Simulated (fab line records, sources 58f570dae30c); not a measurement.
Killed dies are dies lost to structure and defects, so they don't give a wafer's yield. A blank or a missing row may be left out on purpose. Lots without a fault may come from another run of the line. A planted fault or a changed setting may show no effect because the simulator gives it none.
Split-lot experiment | flow berkeley_cmos170 | 5 lots, 23 wafers read, on a route of 331 steps

THE SPLIT
At UCB170_PFIELD_IMPLANT_07, the setting dose_cm2 was moved away from the recipe's 2e+13 on 8 of the 23 wafers read, by -7.5% to +2.0%. The other wafers ran this setting at the recipe's value.

FROM THE SPLIT TO THE READING: what the file shows between them, 1 step
- UCB170_PFIELD_STRIP_08: strips in O2

THE READING
PFIELD_TW, at UCB170_PFIELD_TW_MEAS_09. Fault-free wafers of this fab line usually give 598, standard deviation 4.8.

wafer  | tool, chamber at the split | dose_cm2 as run | against the recipe | PFIELD_TW | against lot-mates on the recipe
L076.1 | implanter-02, 0            | 2e+13           | recipe             | 591       | -
L076.2 | implanter-02, 0            | 1.926e+13       | -3.7%              | 587       | -4
L076.3 | implanter-02, 0            | 1.926e+13       | -3.7%              | 585       | -6
L076.5 | implanter-02, 0            | 2e+13           | recipe             | 592       | -
L076.6 | implanter-02, 0            | 1.926e+13       | -3.7%              | 588       | -4
L079.2 | implanter-01, 0            | 2e+13           | recipe             | 600       | -
L079.3 | implanter-01, 0            | 2e+13           | recipe             | 597       | -
L079.5 | implanter-01, 0            | 2e+13           | recipe             | 597       | -
L080.1 | implanter-03, 0            | 2e+13           | recipe             | 593       | -
L080.2 | implanter-03, 0            | 2e+13           | recipe             | 593       | -
L080.3 | implanter-03, 0            | 2e+13           | recipe             | 592       | -
L080.5 | implanter-03, 0            | 2e+13           | recipe             | 593       | -
L080.6 | implanter-03, 0            | 2e+13           | recipe             | 592       | -
L082.1 | implanter-02, 0            | 1.851e+13       | -7.5%              | 593       | -13
L082.2 | implanter-02, 0            | 1.851e+13       | -7.5%              | 591       | -15
L082.3 | implanter-02, 0            | 2e+13           | recipe             | 605       | -
L082.4 | implanter-02, 0            | 1.851e+13       | -7.5%              | 593       | -13
L082.5 | implanter-02, 0            | 2e+13           | recipe             | 607       | -
L084.2 | implanter-01, 0            | 2.039e+13       | +2.0%              | 603       | +8
L084.3 | implanter-01, 0            | 2e+13           | recipe             | 594       | -
L084.4 | implanter-01, 0            | 2e+13           | recipe             | 594       | -
L084.5 | implanter-01, 0            | 2e+13           | recipe             | 596       | -
L084.6 | implanter-01, 0            | 2.039e+13       | +2.0%              | 601       | +6

THE FIT
A straight line over all 23 wafers: PFIELD_TW changes by +0.954 for each +1% of dose_cm2; r = +0.49; the points scatter about the line by 4.9.
The same after taking each lot's own level away (the mean of its wafers on the recipe; 23 wafers): +1.89 for each +1%; r = +0.96; scatter 1.6.
On that fit, the largest move of dose_cm2 shifts the reading by 14.
The lots' own levels span 591.5 to 606.0, that is 3.0 times the standard deviation above.
So the lot-to-lot level blurs the effect unless lot-mates are compared.
Check: with one of the wafers moved furthest among these (-7.5%) left out of the fit, the line predicts -13.6 for it against its lot-mates. It came out at -13 against them.

OTHER SPLITS ON THESE WAFERS
These wafers also went through other splits before the reading. Each is held against what the fit with the lots' levels taken away leaves over:
other split on the same wafers | wafers away from the commonest value | r with PFIELD_TW (lot level and that fit taken away)
UCB170_ZERO_ETCH_06 time_s     | 4                                    | +0.08
UCB170_NWELL_ETCH_13 time_s    | 5                                    | +0.02

THE FILE'S OWN FIT
PFIELD_TW changes by +1.89 for each +1% of dose_cm2, r = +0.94.
